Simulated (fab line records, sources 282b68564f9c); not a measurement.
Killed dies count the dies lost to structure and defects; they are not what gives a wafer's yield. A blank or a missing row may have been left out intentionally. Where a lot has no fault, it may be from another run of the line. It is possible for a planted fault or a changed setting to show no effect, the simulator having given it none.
Comparing a struck lot with a sound one | flow rit-cmos | 18 steps out of a route of 202
Sound: these wafers, L391.3, L391.4, L391.5. Wafers L392.1, L392.2, L392.4 were the ones struck. Last of all comes the cause.
Order at every step that has rows: each side's tool, ch and its chambers, its first start. Under that, the readings that differ: sound wafers | struck wafers | difference of the means | sigmas: that difference in standard deviations of wafers without a fault.
alike: words and numbers the same on both sides, and readings whose means are apart by under 2 such deviations; not compared: readings that were withheld, readings missing a value for some wafer, numbers with overlapping values and no deviation given by the record, and bounds like >300 which may hide the same value.
Wherever a step has rows on one side only, a row that says differs or no value, or a row with sigmas, the two part there. Numbers that have no deviation but don't overlap get no sigmas and don't part them. Lack of a reading on every wafer of one side parts them only where that side has two or more wafers.

first, 1 step without rows for these wafers: RIT_PWELL_DEVELOP_05 (develop time 68 s).
RIT_PWELL_OVL_MEAS_06:
  sound: overlay-02 at day 2 09:25; struck: overlay-01 at day 2 13:47
  alike: PWELL_OVL
then, 2 steps without rows for these wafers: RIT_PWELL_HARDBAKE_07 (time 120 s); RIT_PWELL_IMPLANT_08.
RIT_PWELL_STRIP_09: strips in O2, time 180 s.
  sound on plasma-asher-02 ch 0,1, day 2 09:53; struck on plasma-asher-02 ch 0,1, day 2 14:13
  alike: chamber-pressure-mTorr, drypump-motor-current-A
  not compared: rf-hours-counter-h
RIT_PWELL_TW_MEAS_10:
  sound: film-metro-04 at day 2 10:02; struck: film-metro-04 at day 2 14:23
  alike: PWELL_TW
then, 1 step without rows for these wafers: RIT_WELLDRIVE_ANNEAL_00 (time 14700 s).
RIT_WELLDRIVE_RS_MEAS_01: a four-point-probe measurement.
  sound: film-metro-03 at day 2 15:26; struck: film-metro-04 at day 2 19:32
  alike: NWELL_RS
RIT_WELLDRIVE_RS_MEAS_02: a four-point-probe measurement.
  sound: film-metro-03 at day 2 15:33; struck: film-metro-04 at day 2 19:40
  alike: PWELL_RS
then, 3 steps without rows for these wafers: RIT_NRETRO_HMDS_00 (prime time 60 s); RIT_NRETRO_COAT_01 (resist thk 1300 nm); RIT_NRETRO_SOFTBAKE_02 (time 60 s).
RIT_NRETRO_EXPOSE_03: exposes mask M4, target cd 43900 nm.
  sound on iline-stepper-01 ch 0, day 2 16:07; struck on iline-stepper-01 ch 0, day 2 20:14
  reading                        | sound             | struck         | difference | sigmas
  model.NRETRO.overlay-x-nm (nm) | 1.507 1.507 1.507 | -301 -301 -301 | -303       |
  alike: mask
then, 2 steps without rows for these wafers: RIT_NRETRO_PEB_04; RIT_NRETRO_DEVELOP_05 (develop time 68 s).
RIT_NRETRO_OVL_MEAS_06:
  sound: overlay-02 at day 2 16:31; struck: overlay-01 at day 2 20:40
  reading         | sound         | struck               | difference | sigmas
  NRETRO_OVL (nm) | -0.5 -0.9 0.7 | -300.4 -301.5 -301.0 | -300.7     | -99 or more
then, 1 step without rows for these wafers: RIT_NRETRO_HARDBAKE_07 (time 120 s).
RIT_M1_PROBE_99:
  sound: prober-02 at day 3 21:16; struck: prober-01 at day 4 00:22
  reading                                    | sound                | struck               | difference | sigmas
  model.etest.retro-edge-nmos.off-log10-a-um | -10.36 -9.86 -10.21  | -7.768 -7.598 -7.569 | +2.498     |
  model.etest.retro-edge-pmos.off-log10-a-um | -10.62 -10.27 -10.24 | -7.828 -7.352 -7.606 | +2.781     |
  alike: killed-at-contacts, killed-at-front-end, killed-dies, killed-open, killed-short
  not compared: model.etest.well-edge-right.line-ohm-um

== WHERE THEY PART ==
Within this record, at RIT_NRETRO_OVL_MEAS_06 only. Later steps at which nothing parts them and some readings are alike: RIT_M1_PROBE_99.

WHY: whatever the simulator had introduced
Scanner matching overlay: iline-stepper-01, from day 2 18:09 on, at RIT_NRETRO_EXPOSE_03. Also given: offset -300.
